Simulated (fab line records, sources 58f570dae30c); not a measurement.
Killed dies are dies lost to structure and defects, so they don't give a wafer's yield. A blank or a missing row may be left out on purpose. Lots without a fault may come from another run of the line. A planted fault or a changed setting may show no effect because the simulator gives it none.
Which tool did it? | flow berkeley_cmos170 | 14 lots, 42 wafers sampled, at 5 steps of a route of 331

WHAT THE GAUGES READ, wafer by wafer
UCB170_M2_CD_MEAS_15: target cd 700 nm.
lot  | measured     | on        | cd_nm (nm)
L488 | day 8 05:22  | cd_sem-02 | 700.6 699.8 700.2
L490 | day 8 01:56  | cd_sem-01 | 701.2 701.3 703.0
L492 | day 8 05:41  | cd_sem-01 | 700.1 698.8 700.1
L493 | day 8 15:26  | cd_sem-01 | 700.3 701.8 701.7
L495 | day 8 19:59  | cd_sem-01 | 700.1 700.7 701.5
L496 | day 9 13:17  | cd_sem-01 | 701.9 700.6 702.4
L497 | day 9 18:50  | cd_sem-01 | 699.1 698.6 698.8
L498 | day 9 23:26  | cd_sem-01 | 700.2 700.2 700.5
L500 | day 10 06:16 | cd_sem-02 | 699.6 701.2 699.6
L499 | day 10 05:55 | cd_sem-02 | 702.7 700.6 699.5
L504 | day 10 20:08 | cd_sem-01 | 698.7 699.4 699.5
L506 | day 11 19:02 | cd_sem-01 | 697.9 699.5 699.6
L507 | day 11 19:30 | cd_sem-02 | 699.8 699.4 699.6
L509 | day 11 19:20 | cd_sem-01 | 699.6 696.9 700.1

WHICH TOOL RAN EACH LOT (tool, then ch and the chambers of the sampled wafers, then the start)
lot  | UCB170_M1_STRIP_13                   | UCB170_V1_ETCH_14                  | UCB170_V1_STRIP_15                   | UCB170_M2_STRIP_07
L488 | plasma_asher-03 ch 1, day 7 15:12    | rie_diel-04 ch 0,1,2, day 8 02:54  | plasma_asher-04 ch 1, day 8 03:05    | plasma_asher-01 ch 0,1, day 8 04:05
L490 | plasma_asher-02 ch 0,1, day 7 15:53  | rie_diel-03 ch 0,1,2, day 7 23:12  | plasma_asher-04 ch 1, day 7 23:23    | plasma_asher-01 ch 0,1, day 8 00:23
L492 | plasma_asher-02 ch 0,1, day 7 16:34  | rie_diel-01 ch 0,1, day 8 02:55    | plasma_asher-02 ch 0,1, day 8 03:08  | plasma_asher-03 ch 0,1, day 8 04:13
L493 | plasma_asher-03 ch 0,1, day 8 04:35  | rie_diel-03 ch 0,1,2, day 8 12:24  | plasma_asher-02 ch 0,1, day 8 12:35  | plasma_asher-03 ch 0,1, day 8 13:47
L495 | plasma_asher-04 ch 0, day 8 12:05    | rie_diel-03 ch 0,1,2, day 8 17:22  | plasma_asher-04 ch 0,1, day 8 17:32  | plasma_asher-03 ch 0,1, day 8 18:32
L496 | plasma_asher-03 ch 0,1, day 9 03:08  | rie_diel-03 ch 1,2, day 9 08:43    | plasma_asher-04 ch 0,1, day 9 08:54  | plasma_asher-03 ch 0,1, day 9 09:54
L497 | plasma_asher-03 ch 0,1, day 9 08:22  | rie_diel-03 ch 0,2,3, day 9 14:49  | plasma_asher-04 ch 0,1, day 9 15:02  | plasma_asher-03 ch 0,1, day 9 16:39
L498 | plasma_asher-04 ch 0,1, day 9 14:26  | rie_diel-03 ch 1,2,3, day 9 20:19  | plasma_asher-04 ch 0,1, day 9 20:29  | plasma_asher-03 ch 0,1, day 9 22:02
L500 | plasma_asher-03 ch 0,1, day 9 20:45  | rie_diel-03 ch 2,3, day 10 03:15   | plasma_asher-01 ch 0,1, day 10 03:26 | plasma_asher-03 ch 0,1, day 10 04:38
L499 | plasma_asher-04 ch 0,1, day 9 21:02  | rie_diel-04 ch 0,1,2, day 10 03:01 | plasma_asher-04 ch 0, day 10 03:11   | plasma_asher-04 ch 0,1, day 10 04:11
L504 | plasma_asher-04 ch 0,1, day 10 11:32 | rie_diel-04 ch 0,3, day 10 17:14   | plasma_asher-01 ch 0,1, day 10 17:25 | plasma_asher-01 ch 0,1, day 10 18:25
L506 | plasma_asher-04 ch 0,1, day 11 04:41 | rie_diel-01 ch 1,2, day 11 15:46   | plasma_asher-02 ch 0,1, day 11 15:56 | plasma_asher-01 ch 0, day 11 17:09
L507 | plasma_asher-02 ch 0, day 11 05:38   | rie_diel-01 ch 1,2, day 11 16:04   | plasma_asher-02 ch 1, day 11 16:15   | plasma_asher-03 ch 1, day 11 17:42
L509 | plasma_asher-03 ch 1, day 11 06:05   | rie_diel-04 ch 0,1, day 11 15:53   | plasma_asher-01 ch 0,1, day 11 16:03 | plasma_asher-04 ch 0,1, day 11 17:23
- UCB170_M1_STRIP_13: strips in O2.
- UCB170_V1_ETCH_14: etches SiO2 in CHF3/CF4/Ar, stops on Al, target depth 1250 nm, time 291 s.
- UCB170_V1_STRIP_15: strips in O2.
- UCB170_M2_STRIP_07: strips in O2.

WHAT THE TOOLS THEMSELVES READ (means of the sampled wafers that have a number; where no wafer has one, the mark that the record gives instead)
UCB170_M1_STRIP_13.
lot  | tool            | chamber_pressure_mTorr (mTorr) | drypump_motor_current_A (A) | o2_flow_sccm (sccm) | oes_product_au (a.u.)
L488 | plasma_asher-03 | 3500                           | 5.8                         | 399.8               | 0.718
L490 | plasma_asher-02 | 3502                           | 5.4                         | 399.1               | 0.722
L492 | plasma_asher-02 | 3501                           | 5.6                         | 400.2               | 0.717
L493 | plasma_asher-03 | 3498                           | 6.0                         | 400.2               | 0.718
L495 | plasma_asher-04 | 3498                           | 5.7                         | 399.9               | 0.718
L496 | plasma_asher-03 | 3499                           | 6.1                         | 400.0               | 0.717
L497 | plasma_asher-03 | 3497                           | 5.9                         | 400.5               | 0.721
L498 | plasma_asher-04 | 3499                           | 5.5                         | 400.2               | 0.716
L500 | plasma_asher-03 | 3498                           | 6.1                         | 400.7               | 0.719
L499 | plasma_asher-04 | 3500                           | 5.5                         | 399.2               | 0.723
L504 | plasma_asher-04 | 3499                           | 5.5                         | 400.6               | 0.721
L506 | plasma_asher-04 | 3501                           | 5.5                         | 400.2               | 0.718
L507 | plasma_asher-02 | 3500                           | 5.2                         | 401.5               | 0.723
L509 | plasma_asher-03 | 3500                           | 5.8                         | 401.5               | 0.721

UCB170_V1_ETCH_14.
lot  | tool        | CHF3_flow_sccm (sccm) | chamber_pressure_mTorr (mTorr) | drypump_motor_current_A (A) | oes_product_au (a.u.) | rf_fwd_power_W (W) | throttle_valve_pct (%)
L488 | rie_diel-04 | 44.95                 | 200.09                         | 5.6                         | 0.873                 | 696.3              | 6.96
L490 | rie_diel-03 | 45.01                 | 199.86                         | 6.1                         | 0.874                 | 698.2              | 7.08
L492 | rie_diel-01 | 45.09                 | 199.90                         | 5.6                         | 0.869                 | 695.0              | 6.90
L493 | rie_diel-03 | 44.92                 | 199.87                         | 6.1                         | 0.876                 | 697.5              | 7.09
L495 | rie_diel-03 | 45.02                 | 200.05                         | 6.2                         | 0.881                 | 697.9              | 7.08
L496 | rie_diel-03 | 44.92                 | 200.08                         | 6.1                         | 0.873                 | 698.0              | 7.08
L497 | rie_diel-03 | 45.18                 | 199.99                         | 6.4                         | 0.812                 | 698.1              | 7.02
L498 | rie_diel-03 | 45.08                 | 199.88                         | 6.4                         | 0.812                 | 699.1              | 7.02
L500 | rie_diel-03 | 45.00                 | 200.02                         | 6.6                         | 0.816                 | 701.4              | 6.96
L499 | rie_diel-04 | 45.02                 | 200.14                         | 5.6                         | 0.878                 | 698.3              | 6.95
L504 | rie_diel-04 | 44.98                 | 199.85                         | 5.5                         | 0.869                 | 697.9              | 7.05
L506 | rie_diel-01 | 44.89                 | 200.04                         | 5.1                         | 0.875                 | 700.6              | 7.05
L507 | rie_diel-01 | 45.13                 | 199.92                         | 5.0                         | 0.879                 | 700.1              | 7.05
L509 | rie_diel-04 | 44.95                 | 200.08                         | 5.7                         | 0.871                 | 697.8              | 7.10

UCB170_V1_STRIP_15.
lot  | tool            | chamber_pressure_mTorr (mTorr) | drypump_motor_current_A (A) | o2_flow_sccm (sccm) | oes_product_au (a.u.) | strip_time_to_endpoint_s (s)
L488 | plasma_asher-04 | 3499                           | 5.4                         | 401.1               | 0.726                 | 15.27
L490 | plasma_asher-04 | 3500                           | 5.4                         | 399.7               | 0.718                 | 15.49
L492 | plasma_asher-02 | 3500                           | 5.6                         | 401.5               | 0.723                 | 15.58
L493 | plasma_asher-02 | 3503                           | 5.4                         | 400.7               | 0.722                 | 15.28
L495 | plasma_asher-04 | 3501                           | 5.5                         | 399.3               | 0.723                 | 15.31
L496 | plasma_asher-04 | 3500                           | 5.5                         | 399.7               | 0.725                 | 15.53
L497 | plasma_asher-04 | 3498                           | 5.6                         | 400.0               | 0.718                 | 14.49
L498 | plasma_asher-04 | 3499                           | 5.6                         | 400.9               | 0.723                 | 14.48
L500 | plasma_asher-01 | 3501                           | 5.4                         | 399.8               | 0.722                 | 14.38
L499 | plasma_asher-04 | 3493                           | 5.7                         | 399.1               | 0.725                 | 15.34
L504 | plasma_asher-01 | 3501                           | 5.4                         | 399.9               | 0.723                 | 15.26
L506 | plasma_asher-02 | 3497                           | 5.4                         | 400.7               | 0.722                 | 15.53
L507 | plasma_asher-02 | 3498                           | 5.8                         | 399.4               | 0.721                 | 15.44
L509 | plasma_asher-01 | 3498                           | 5.9                         | 400.0               | 0.718                 | 15.34

UCB170_M2_STRIP_07.
lot  | tool            | chamber_pressure_mTorr (mTorr) | drypump_motor_current_A (A) | o2_flow_sccm (sccm) | oes_product_au (a.u.) | strip_time_to_endpoint_s (s)
L488 | plasma_asher-01 | 3501                           | 5.9                         | 398.5               | 0.737                 | 21.94
L490 | plasma_asher-01 | 3500                           | 5.4                         | 400.4               | 0.738                 | 21.97
L492 | plasma_asher-03 | 3497                           | 6.1                         | 399.7               | 0.735                 | 21.95
L493 | plasma_asher-03 | 3501                           | 6.1                         | 400.0               | 0.735                 | 22.01
L495 | plasma_asher-03 | 3502                           | 6.1                         | 399.7               | 0.735                 | 21.93
L496 | plasma_asher-03 | 3502                           | 6.1                         | 399.6               | 0.737                 | 21.96
L497 | plasma_asher-03 | 3502                           | 6.0                         | 400.4               | 0.737                 | 21.99
L498 | plasma_asher-03 | 3500                           | 5.9                         | 398.6               | 0.738                 | 21.92
L500 | plasma_asher-03 | 3497                           | 5.9                         | 400.9               | 0.738                 | 21.91
L499 | plasma_asher-04 | 3499                           | 5.5                         | 398.9               | 0.740                 | 21.82
L504 | plasma_asher-01 | 3501                           | 5.9                         | 399.9               | 0.737                 | 21.98
L506 | plasma_asher-01 | 3498                           | 5.0                         | 398.0               | 0.734                 | 21.97
L507 | plasma_asher-03 | 3501                           | 5.8                         | 398.9               | 0.737                 | 22.02
L509 | plasma_asher-04 | 3502                           | 5.6                         | 401.6               | 0.736                 | 21.88

THE ANSWER, worked out from the rows above alone
Rule: what is usual is taken from the lots themselves. Put in order of their means at a reading, lots are off if they are a third of the lots or fewer, leave a main group of 4 or more, and stand apart from it by a gap of 3 or more times the standard deviation of the main group's means; of several such gaps the widest counts. A main group whose means are all the same, to the digits that the tables above print for the reading, isn't used. A lot without any number at a reading at which 4 lots or more have one is off too. The other lots that the step has rows for count as sound. The gauges are gone through in route order, then the tools' own readings, and for those a lot's mean is taken as printed above. The first step at which some lot is off is used, and at that step the reading that is off furthest; a lot without a number counts as furthest.
Off: L497, L498, L500, at UCB170_V1_ETCH_14 (oes_product_au). The main group: mean 0.874 a.u., standard deviation 0.0037.
A tool fits if, at that step or a process step before it, it ran every lot that is off, and no sound lot after the first of them. One fits: rie_diel-03 at UCB170_V1_ETCH_14. Its last sound lot is L496 (day 9 08:43), its first lot that is off L497 (day 9 14:49): a fault that began between those two fits.
The tool's own readings at UCB170_V1_ETCH_14 bear it out: on the lots that are off they differ by more than 5 times the standard deviation of the sound lots' means. oes_product_au reads 0.813 a.u. there against 0.874 a.u. on the sound lots.

WHAT THE SIMULATOR HAD PUT IN
Process parameter drift: rie_diel-03, from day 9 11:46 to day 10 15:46, at UCB170_V1_ETCH_14. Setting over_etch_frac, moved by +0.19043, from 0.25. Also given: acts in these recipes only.
Lots struck among those shown: L497, L498, L500. The rule above found the same.
